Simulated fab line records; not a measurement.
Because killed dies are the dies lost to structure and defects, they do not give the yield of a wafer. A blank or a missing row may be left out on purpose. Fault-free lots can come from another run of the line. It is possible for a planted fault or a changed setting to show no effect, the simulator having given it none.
Which tool was responsible? -- flow rit-cmos -- Sampling: 14 lots, 42 wafers, 2 of 202 route steps

WHAT THE GAUGES READ, wafer by wafer
No reading from a measuring or inspecting step in the record can be judged against a usual standard deviation.

WHICH TOOL RAN EACH LOT (tool, then ch and the chambers of the sampled wafers, then the start)
lot,RIT_NWELL_COAT_01,RIT_M1_PROBE_99
L858,"litho-track-04 ch 0, day 1 22:06",-
L860,"litho-track-02 ch 0, day 2 06:08",-
L862,"litho-track-04 ch 0, day 2 19:04",-
L863,"litho-track-03 ch 0, day 2 22:44",-
L864,"litho-track-03 ch 0, day 3 04:44",-
L865,"litho-track-04 ch 0, day 3 08:12","prober-01, day 4 23:46"
L866,"litho-track-04 ch 0, day 3 13:14",-
L867,"litho-track-04 ch 0, day 3 18:02",-
L872,"litho-track-04 ch 0, day 5 00:47",-
L875,"litho-track-04 ch 0, day 5 12:13",-
L878,"litho-track-03 ch 0, day 6 02:49",-
L879,"litho-track-02 ch 0, day 6 06:16",-
L880,"litho-track-02 ch 0, day 6 11:05",-
L881,"litho-track-02 ch 0, day 6 17:37",-
- RIT_NWELL_COAT_01: resist thk 1300 nm.
- RIT_M1_PROBE_99

WHAT THE TOOLS THEMSELVES READ (means of the sampled wafers that have a number; where no wafer has one, the mark that the record gives instead)
RIT_NWELL_COAT_01.
lot,tool,spin-speed-rpm (rpm)
L858,litho-track-04,1998.7
L860,litho-track-02,2001.5
L862,litho-track-04,1999.1
L863,litho-track-03,1999.3
L864,litho-track-03,1998.2
L865,litho-track-04,2000.9
L866,litho-track-04,1999.5
L867,litho-track-04,2000.7
L872,litho-track-04,1921.3
L875,litho-track-04,1921.0
L878,litho-track-03,1999.5
L879,litho-track-02,1999.8
L880,litho-track-02,1999.3
L881,litho-track-02,1998.0

RIT_M1_PROBE_99.
lot,tool,killed_at_M0_to_M3,killed-at-contacts,killed-at-front-end,killed-dies,killed-open,killed-short
L865,prober-01,0.0,0.0,9,9,6.3,3.0

THE ANSWER, worked out from the rows above alone
Rule: usual is defined by the lots themselves. The widest of any qualifying gaps counts: lots, ordered by their means at a reading, are off when they make up no more than a third of the lots, leave a main group of 4 or more, and stand apart from it by 3 or more times the standard deviation of that group's means. The tables above print the reading to a certain number of digits; a main group whose means all agree to those digits is not used. A lot without any number at a reading at which 4 lots or more have one is off too. The other lots that the step has rows for count as sound. The gauges are gone through in route order, then the tools' own readings, and for those a lot's mean is taken as printed above. The first step at which some lot is off is used, and at that step the reading that is off furthest; a lot without a number counts as furthest.
Off at RIT_NWELL_COAT_01 (spin-speed-rpm): L872, L875. The main group has a mean of 1999.5 rpm with a standard deviation of 1.
If a tool, at that step or one of the process steps before it, ran each lot that is off and ran no sound lot following the first of them, it fits. One candidate fits, namely litho-track-04 at RIT_NWELL_COAT_01. A fault onset in the window from L867 (day 3 18:02, its last sound lot) to L872 (day 5 00:47, its first lot off) fits.
On the lots that are off, the tool's own readings at RIT_NWELL_COAT_01 differ by more than 5 times the standard deviation of the sound lots' means, which bears it out; spin-speed-rpm reads 1921.2 rpm there versus 1999.5 rpm on the sound lots.

WHAT HAD BEEN PUT IN BY THE SIMULATOR
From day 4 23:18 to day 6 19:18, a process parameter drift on litho-track-04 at RIT_NWELL_COAT_01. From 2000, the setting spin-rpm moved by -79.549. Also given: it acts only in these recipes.
Struck lots among those shown: L872, L875. The rule above found the same.
